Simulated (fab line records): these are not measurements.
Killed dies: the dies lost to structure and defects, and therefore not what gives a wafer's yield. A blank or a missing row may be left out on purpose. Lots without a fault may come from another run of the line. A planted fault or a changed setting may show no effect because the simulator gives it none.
Problem report, 8D (eight disciplines) form, completed by code    flow rit_cmos    the parts of the form that need people (team, actions taken, sign-off) are left out

== 1. PROBLEM STATEMENT ==
Mean PSD_RS at RIT_SDANNEAL_RS_MEAS_04: 97.5 ohm/sq over 6 wafers in 2 lots; fault-free wafers: 115.6 ohm/sq, standard deviation 0.32. That is -57 standard deviations from the usual mean.
The step: measures by four-point-probe.
First observed at day 5 08:38: wafer L476.2, on film_metro-02. The record has a number at this step for 39 wafers belonging to 13 lots. By rule, "out" or "out of limits" means more than 4 standard deviations away from the usual mean. The other wafers with a number count as sound.

== 2. WHAT THIS IS AND IS NOT ==
question                     is                      is not
which readings at this step  PSD_RS                  -
which lots                   L476, L478              L466, L467, L469, L470, L473, L474, L475, L485, L486, L487, L489
which wafers of those lots   all that have a number  -
read on which gauges         film_metro-02           film_metro-01, film_metro-04
when                         from day 5 08:38        up to then (21 sound wafers); but 12 sound wafers of L485, L486, L487, L489 came after

== 3. SUSPECTS, AND WHAT RULES EACH OUT ==
Counting: a tool at any process step up to the reading remains a suspect when it ran all the lots that are out and ran no sound lot after the first of those.
- the gauge at RIT_SDANNEAL_RS_MEAS_04: kept. All the wafers that are out were read on film_metro-02, and no step on other tools shows them out.
- plasma_asher-02 at RIT_GATE_STRIP_20 (strips in O2, time 180 s): ruled out as a lasting fault. After its first lot that is out, L476 (day 4 18:26), sound lots L485 ran on it.
- rtp_anneal-02 at RIT_SDANNEAL_RTA_03 (time 5 s): kept. It ran every lot that is out, first L476 (day 5 08:34), and no sound lot after that; its last sound lot up to then is L474 (day 4 21:55).
Left after counting: rtp_anneal-02 at RIT_SDANNEAL_RTA_03, film_metro-02 at RIT_SDANNEAL_RS_MEAS_04.

== 4. THE CAUSE (what the simulator had put in) ==
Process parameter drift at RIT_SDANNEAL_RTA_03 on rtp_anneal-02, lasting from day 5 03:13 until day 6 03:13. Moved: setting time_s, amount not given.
Counting leaves 2 suspects; this tool is one of them.

== 5. THE EFFECT CHAIN, in route order ==
Each row: a reading where the mean over the struck wafers with a number is more than 3 standard deviations away from the usual. Only readings for which the record gives a usual standard deviation are gone through. hours: the time from each lot's start at the first step in this table that gives one to its start at this step, as a median over the lots. sigmas: the change in usual standard deviations.
hours  step                     reading  usual         on struck wafers  change  sigmas
0      RIT_SDANNEAL_RS_MEAS_04  PSD_RS   115.6 ohm/sq  97.5              -18.1   -57
0      RIT_SDANNEAL_RS_MEAS_05  NSD_RS   84.4 ohm/sq   81.7              -2.7    -8.3
0      RIT_SDANNEAL_RS_MEAS_06  PLDD_RS  178.3 ohm/sq  161.3             -17.0   -33
0      RIT_SDANNEAL_RS_MEAS_07  NLDD_RS  151.5 ohm/sq  148.7             -2.8    -5.4

== 6. HOW IT WOULD HAVE BEEN CAUGHT EARLIER ==
Counted from the fault's start at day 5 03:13, it took 5 hours until the first out-of-limits reading at a measuring or inspecting step in this record, taken at day 5 08:38.
No tool reading at RIT_SDANNEAL_RTA_03 that has a usual standard deviation in the record was out on any struck wafer, so an alarm limit of 4 standard deviations on those readings would not have fired.
Lots out: 2; of these, L478 started RIT_SDANNEAL_RTA_03 on rtp_anneal-02 after day 5 08:38. Putting the tool on hold at that point would have spared it.
